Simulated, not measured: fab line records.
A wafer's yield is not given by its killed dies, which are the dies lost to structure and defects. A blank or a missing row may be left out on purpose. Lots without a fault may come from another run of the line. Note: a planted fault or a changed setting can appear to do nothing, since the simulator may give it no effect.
Comparing a struck lot with a sound one ; flow berkeleyCmos170 ; 31 out of 331 route steps
Sound: these wafers, L539.1, L539.3, L539.4. Wafers L542.1, L542.4, L542.6 were the ones struck. Last of all comes the cause.
For every step that has rows: the tool of each side, followed by ch and its chambers, followed by its first start. Under that, the readings that differ: sound wafers ; struck wafers ; difference of the means ; sigmas: that difference in standard deviations of wafers without a fault.
alike: a reading whose means differ by less than 2 such deviations, as well as words and numbers matching on both sides. not compared: withheld readings; readings where some wafer has no value; bounds like >300 that might hide an equal value; numbers whose values overlap and for which the record gives no deviation.
A row with sigmas, a row that says differs or no value, or rows on one side alone: a step with any of these is where the two part. When numbers do not overlap yet have no deviation, they are printed without sigmas and do not part them. Lack of a reading on every wafer of one side parts them only where that side has two or more wafers.

UCB170_SDANNEAL_RTA_01: time 5 s.
  sound on rtpAnneal-01 ch 0, day 7 16:32; struck on rtpAnneal-02 ch 0, day 7 16:40
  alike: lampPowerPct, wafer_temp_C_max
UCB170_SDANNEAL_RS_MEAS_02: measures by four-point-probe.
  struck on filmMetro-03, day 7 16:43; sound on filmMetro-04, day 7 16:35
  alike: PSD_RS
UCB170_SDANNEAL_RS_MEAS_03: measures by four-point-probe.
  struck on filmMetro-03, day 7 16:50; sound on filmMetro-04, day 7 16:43
  alike: NSD_RS
UCB170_SDANNEAL_RS_MEAS_04: measures by four-point-probe.
  struck on filmMetro-03, day 7 16:58; sound on filmMetro-04, day 7 16:50
  alike: PLDD_RS
UCB170_SDANNEAL_RS_MEAS_05: measures by four-point-probe.
  struck on filmMetro-03, day 7 17:05; sound on filmMetro-04, day 7 16:57
  alike: NLDD_RS
then, 1 step without rows for these wafers: UCB170_SILICIDE_PRE_CLEAN_00 (preclean etch time 60 s).
UCB170_SILICIDE_SPUTTER_01: material Ti, target thk 30 nm, time 25 s.
  struck on pvdSputter-02, day 7 17:16; sound on pvdSputter-04, day 7 17:08
  alike: cathodeDcPowerW, throttleValvePct
UCB170_SILICIDE_RS_MEAS_02: measures by four-point-probe.
  struck on filmMetro-03, day 7 17:18; sound on filmMetro-01, day 7 17:10
  alike: SILICIDE_TI_RS
UCB170_SILICIDE_THK_MEAS_03: measures by xrf.
  struck on filmMetro-03, day 7 17:25; sound on filmMetro-01, day 7 17:17
  alike: SILICIDE_TI_THK
UCB170_SILICIDE_RTA_04: time 15 s.
  sound on rtpAnneal-02 ch 0, day 7 17:21; struck on rtpAnneal-01 ch 0, day 7 17:29
reading;sound;struck;difference;sigmas
wafer_temp_C_max;651.5 652.2 652.1;653.5 655.3 654.8;+2.6;+2
  alike: lampPowerPct
then, 2 steps without rows for these wafers: UCB170_SILICIDE_WET_ETCH_05 (etches Ti in SPM, time 45 s); UCB170_CONTACT_CLEAN_00 (cleans in SPM, time 600 s).
UCB170_CONTACT_CVD_01: deposits PSG from SiH4/O2/PH3, target thk 700 nm, time 2820 s.
  sound on lpcvd-02 ch 1, day 7 17:40; struck on lpcvd-01 ch 0, day 7 17:52
reading;sound;struck;difference;sigmas
o2FlowSccm (sccm);90.39 90.05 90.15;135.24 134.98 134.69;+44.77;+99 or more
model.PSG_of_CONTACT_CVD_01.thkNm (nm);702.2 699.8 704.3;880.7 878.3 878.1;+176.9;
  alike: spikeTcCentreC
UCB170_CONTACT_THK_MEAS_02:
  struck on filmMetro-02, day 7 19:39; sound on filmMetro-01, day 7 20:21
reading;sound;struck;difference;sigmas
CONTACT_PSG_THK (nm);702 700 704;880 878 877;+176;+29
then, 3 steps without rows for these wafers: UCB170_CONTACT_HMDS_03 (prime time 60 s); UCB170_CONTACT_COAT_04 (resist thk 900 nm); UCB170_CONTACT_SOFTBAKE_05 (time 60 s).
UCB170_CONTACT_STRIP_06: strips in O2.
  sound on plasmaAsher-02 ch 0,1, day 7 20:52; struck on plasmaAsher-01 ch 0,1, day 7 20:10
reading;sound;struck;difference;sigmas
drypumpMotorCurrentA (A);5.8 5.8 6.0;4.6 5.3 4.6;-1.0;-2
  alike: oesProductAu, stripTimeToEndpointS
  not compared: rfHoursCounterH
then, 1 step without rows for these wafers: UCB170_CONTACT_CLEAN_07 (cleans in SPM, time 600 s).
UCB170_CONTACT_RTA_08: time 10 s.
  sound on rtpAnneal-02 ch 0, day 7 21:08; struck on rtpAnneal-02 ch 0, day 7 20:26
  alike: lampPowerPct, wafer_temp_C_max
then, 6 steps without rows for these wafers: UCB170_CONTACT_COAT_09; UCB170_CONTACT_COAT_10 (resist thk 900 nm); UCB170_CONTACT_SOFTBAKE_11 (time 60 s); UCB170_CONTACT_EXPOSE_12 (exposes mask CONT, target cd 700 nm); UCB170_CONTACT_PEB_13; UCB170_CONTACT_DEVELOP_14 (develop time 45 s).
UCB170_CONTACT_CD_MEAS_15: the cd target is 700 nm.
  struck on cdSem-02, day 7 21:50; sound on cdSem-02, day 7 22:11
  alike: cdNm
UCB170_CONTACT_OVL_MEAS_16:
  struck on overlay-02, day 7 21:59; sound on overlay-02, day 7 22:19
  alike: CONTACT_OVL
then, 1 step without rows for these wafers: UCB170_CONTACT_ETCH_17 (etches BARC in N2/H2).
UCB170_CONTACT_ETCH_18: etches PSG in CHF3/CF4/Ar, stops on TiSi2, target depth 840 nm, time 195 s.
  sound on rieDiel-02 ch 0,2,3; struck on rieDiel-04 ch 0,1,3
reading;sound;struck;difference;sigmas
oesProductAu (a.u.);0.898 0.863 0.906;1.001 1.033 1.008;+0.125;+8
model.CONTACT.featureDepthNm (nm);702.2 699.8 704.3;846.4 878.3 844.5;+154.3;
model.etch.depthNm (nm);702.2 699.8 704.3;846.4 878.3 844.5;+154.3;
  alike: cf4FlowSccm, drypumpMotorCurrentA, throttleValvePct
  not compared: rfHoursCounterH
then, 1 step without rows for these wafers: UCB170_CONTACT_STRIP_19 (strips in O2).

== WHERE THEY PART ==
Last at UCB170_CONTACT_ETCH_18 as far as this record goes, first at UCB170_SILICIDE_RTA_04.

WHY: what had been put in by the simulator
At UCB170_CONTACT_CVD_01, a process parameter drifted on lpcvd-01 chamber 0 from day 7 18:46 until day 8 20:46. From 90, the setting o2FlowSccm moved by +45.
